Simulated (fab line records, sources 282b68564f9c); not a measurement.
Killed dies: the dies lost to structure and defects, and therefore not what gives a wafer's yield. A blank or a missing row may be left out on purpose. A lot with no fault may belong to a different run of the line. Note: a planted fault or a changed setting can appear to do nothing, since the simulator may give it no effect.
The tool behind it: which one? + flow ritCmos + Sampling: 15 lots, 45 wafers, 5 of 202 route steps

## WHAT THE GAUGES SHOWED, per wafer
RIT_ACTIVE_BOW_MEAS_00.
| lot  | measured    | on           | INCOMING_BOW (um) |
|------|-------------|--------------|-------------------|
| L615 | day 1 10:00 | filmMetro-02 | 1 8 -5            |
| L616 | day 1 15:01 | filmMetro-03 | 10 4 -2           |
| L618 | day 2 01:00 | filmMetro-04 | 3 -12 1           |
| L619 | day 2 06:00 | filmMetro-03 | 0 -6 1            |
| L621 | day 2 16:00 | filmMetro-04 | -3 -3 -5          |
| L622 | day 2 21:00 | filmMetro-04 | -7 2 1            |
| L624 | day 3 07:00 | filmMetro-03 | 1 -5 15           |
| L625 | day 3 12:00 | filmMetro-02 | -14 -3 7          |
| L626 | day 3 17:00 | filmMetro-04 | -4 3 -11          |
| L627 | day 3 22:00 | filmMetro-04 | 0 21 -1           |
| L629 | day 4 08:01 | filmMetro-03 | -5 -1 3           |
| L633 | day 5 04:01 | filmMetro-04 | 18 1 0            |
| L634 | day 5 09:00 | filmMetro-02 | 0 0 -3            |
| L635 | day 5 14:00 | filmMetro-02 | 1 4 3             |
| L638 | day 6 05:02 | filmMetro-02 | -5 -4 3           |

RIT_FOX2_THK_MEAS_91.
| lot  | measured    | on           | FIELD_OXIDE_LEFT_2_THK (nm) |
|------|-------------|--------------|-----------------------------|
| L615 | day 2 09:48 | filmMetro-01 | 239 236 232                 |
| L616 | day 2 12:55 | filmMetro-04 | 249 255 252                 |
| L618 | day 3 00:05 | filmMetro-04 | 250 247 246                 |
| L619 | day 3 05:45 | filmMetro-01 | 251 255 257                 |
| L621 | day 3 13:35 | filmMetro-04 | 267 264 266                 |
| L622 | day 3 19:59 | filmMetro-03 | 266 262 254                 |
| L624 | day 4 05:51 | filmMetro-04 | 251 255 253                 |
| L625 | day 4 10:08 | filmMetro-01 | 246 248 248                 |
| L626 | day 4 14:47 | filmMetro-03 | 251 252 253                 |
| L627 | day 4 20:08 | filmMetro-03 | 256 264 262                 |
| L629 | day 5 06:11 | filmMetro-01 | 254 251 252                 |
| L633 | day 6 02:30 | filmMetro-03 | 313 316 316                 |
| L634 | day 6 07:35 | filmMetro-04 | 306 309 304                 |
| L635 | day 6 11:17 | filmMetro-03 | 305 307 308                 |
| L638 | day 7 04:58 | filmMetro-01 | 266 264 262                 |

## WHAT TOOL EACH LOT RAN ON (gives the tool, then ch and the chambers of the sampled wafers, and finally the start)
| lot  | RIT_ACTIVE_STRIP_14                | RIT_NRETRO_STRIP_09                | RIT_GATE_WET_ETCH_00          |
|------|------------------------------------|------------------------------------|-------------------------------|
| L615 | plasmaAsher-03 ch 0,1, day 1 15:31 | plasmaAsher-02 ch 0,1, day 2 07:34 | wetBench-04 ch 1, day 2 09:22 |
| L616 | plasmaAsher-04 ch 0,1, day 1 20:04 | plasmaAsher-02 ch 0,1, day 2 10:42 | wetBench-01 ch 3, day 2 12:29 |
| L618 | plasmaAsher-04 ch 0,1, day 2 06:02 | plasmaAsher-01 ch 0,1, day 2 21:44 | wetBench-04 ch 2, day 2 23:38 |
| L619 | plasmaAsher-01 ch 0,1, day 2 10:50 | plasmaAsher-02 ch 0,1, day 3 03:25 | wetBench-01 ch 3, day 3 05:20 |
| L621 | plasmaAsher-04 ch 0,1, day 2 20:50 | plasmaAsher-03 ch 0,1, day 3 11:23 | wetBench-04 ch 0, day 3 13:10 |
| L622 | plasmaAsher-01 ch 0,1, day 3 02:41 | plasmaAsher-01 ch 0,1, day 3 17:35 | wetBench-03 ch 1, day 3 19:34 |
| L624 | plasmaAsher-04 ch 1, day 3 12:31   | plasmaAsher-02 ch 1, day 4 03:13   | wetBench-01 ch 0, day 4 05:26 |
| L625 | plasmaAsher-03 ch 0,1, day 3 16:58 | plasmaAsher-03 ch 0,1, day 4 07:36 | wetBench-03 ch 3, day 4 09:44 |
| L626 | plasmaAsher-01 ch 0, day 3 21:58   | plasmaAsher-02 ch 0,1, day 4 12:34 | wetBench-01 ch 3, day 4 14:21 |
| L627 | plasmaAsher-03 ch 0,1, day 4 02:50 | plasmaAsher-01 ch 0,1, day 4 17:35 | wetBench-04 ch 3, day 4 19:32 |
| L629 | plasmaAsher-01 ch 0,1, day 4 12:50 | plasmaAsher-02 ch 0,1, day 5 03:38 | wetBench-03 ch 3, day 5 05:45 |
| L633 | plasmaAsher-04 ch 0,1, day 5 08:56 | plasmaAsher-02 ch 0,1, day 6 00:04 | wetBench-04 ch 0, day 6 02:04 |
| L634 | plasmaAsher-04 ch 0,1, day 5 13:58 | plasmaAsher-01 ch 0,1, day 6 05:10 | wetBench-03 ch 2, day 6 07:10 |
| L635 | plasmaAsher-04 ch 0,1, day 5 18:50 | plasmaAsher-02 ch 0,1, day 6 09:05 | wetBench-04 ch 0, day 6 10:52 |
| L638 | plasmaAsher-04 ch 0,1, day 6 10:02 | plasmaAsher-02 ch 0,1, day 7 02:48 | wetBench-04 ch 0, day 7 04:32 |
- RIT_ACTIVE_STRIP_14: strips in O2, time 180 s.
- RIT_NRETRO_STRIP_09: strips in O2, time 180 s.
- RIT_GATE_WET_ETCH_00: etches SiO2 in BOE, target depth 56 nm, time 60 s.

## AS READ BY THE TOOLS THEMSELVES (means over the sampled wafers that have a number; for cases with no such wafer, the mark the record gives instead)
RIT_ACTIVE_STRIP_14.
| lot  | tool           | drypumpMotorCurrentA (A) |
|------|----------------|--------------------------|
| L615 | plasmaAsher-03 | 5.7                      |
| L616 | plasmaAsher-04 | 5.2                      |
| L618 | plasmaAsher-04 | 5.2                      |
| L619 | plasmaAsher-01 | 5.9                      |
| L621 | plasmaAsher-04 | 5.3                      |
| L622 | plasmaAsher-01 | 6.1                      |
| L624 | plasmaAsher-04 | 5.1                      |
| L625 | plasmaAsher-03 | 5.8                      |
| L626 | plasmaAsher-01 | 6.2                      |
| L627 | plasmaAsher-03 | 5.8                      |
| L629 | plasmaAsher-01 | 5.9                      |
| L633 | plasmaAsher-04 | 5.3                      |
| L634 | plasmaAsher-04 | 5.1                      |
| L635 | plasmaAsher-04 | 5.3                      |
| L638 | plasmaAsher-04 | 5.3                      |

RIT_NRETRO_STRIP_09.
| lot  | tool           | drypumpMotorCurrentA (A) |
|------|----------------|--------------------------|
| L615 | plasmaAsher-02 | 5.56                     |
| L616 | plasmaAsher-02 | 5.57                     |
| L618 | plasmaAsher-01 | 5.90                     |
| L619 | plasmaAsher-02 | 5.58                     |
| L621 | plasmaAsher-03 | 5.63                     |
| L622 | plasmaAsher-01 | 5.91                     |
| L624 | plasmaAsher-02 | 5.56                     |
| L625 | plasmaAsher-03 | 5.79                     |
| L626 | plasmaAsher-02 | 5.57                     |
| L627 | plasmaAsher-01 | 6.02                     |
| L629 | plasmaAsher-02 | 5.63                     |
| L633 | plasmaAsher-02 | 5.60                     |
| L634 | plasmaAsher-01 | 5.90                     |
| L635 | plasmaAsher-02 | 5.61                     |
| L638 | plasmaAsher-02 | 5.57                     |

RIT_GATE_WET_ETCH_00.
| lot  | tool        | bathHeatDutyPct (%) | runLengthS (s) |
|------|-------------|---------------------|----------------|
| L615 | wetBench-04 | 1.4                 | 92             |
| L616 | wetBench-01 | 1.5                 | 92             |
| L618 | wetBench-04 | 1.6                 | 93             |
| L619 | wetBench-01 | 1.2                 | 92             |
| L621 | wetBench-04 | 1.5                 | 85             |
| L622 | wetBench-03 | 1.5                 | 86             |
| L624 | wetBench-01 | 1.6                 | 85             |
| L625 | wetBench-03 | 2.1                 | 86             |
| L626 | wetBench-01 | 1.2                 | 86             |
| L627 | wetBench-04 | 1.5                 | 93             |
| L629 | wetBench-03 | 1.8                 | 85             |
| L633 | wetBench-04 | -                   | -              |
| L634 | wetBench-03 | -                   | -              |
| L635 | wetBench-04 | -                   | -              |
| L638 | wetBench-04 | 1.4                 | 85             |

## THE ANSWER, worked out from the rows above alone
Rule: the lots themselves supply what counts as usual. Put in order of their means at a reading, lots are off if they are a third of the lots or fewer, leave a main group of 4 or more, and stand apart from it by a gap of 3 or more times the standard deviation of the main group's means; of several such gaps the widest counts. Not used: any main group whose means are identical at the precision the tables above print for the reading. Also off: a lot with no number at a reading for which 4 or more lots have one. Any other lot the step has rows for is counted as sound. The gauges are gone through in route order, then the tools' own readings, and for those a lot's mean is taken as printed above. The first step at which some lot is off is used, and at that step the reading that is off furthest; a lot without a number counts as furthest.
Off: L633, L634, L635, seen at RIT_FOX2_THK_MEAS_91 (FIELD_OXIDE_LEFT_2_THK). The main group: mean 254 nm, standard deviation 7.9.
If a tool, at a process step before that reading, ran all the lots that are off and no sound lot after the first of them, it fits. The gauges at RIT_FOX2_THK_MEAS_91 aren't tried: what is off there is off at RIT_GATE_WET_ETCH_00 too, on other tools, and a gauge's error can't cause that. Of those tried, none fits.

## WHAT THE SIMULATOR HAD INSERTED
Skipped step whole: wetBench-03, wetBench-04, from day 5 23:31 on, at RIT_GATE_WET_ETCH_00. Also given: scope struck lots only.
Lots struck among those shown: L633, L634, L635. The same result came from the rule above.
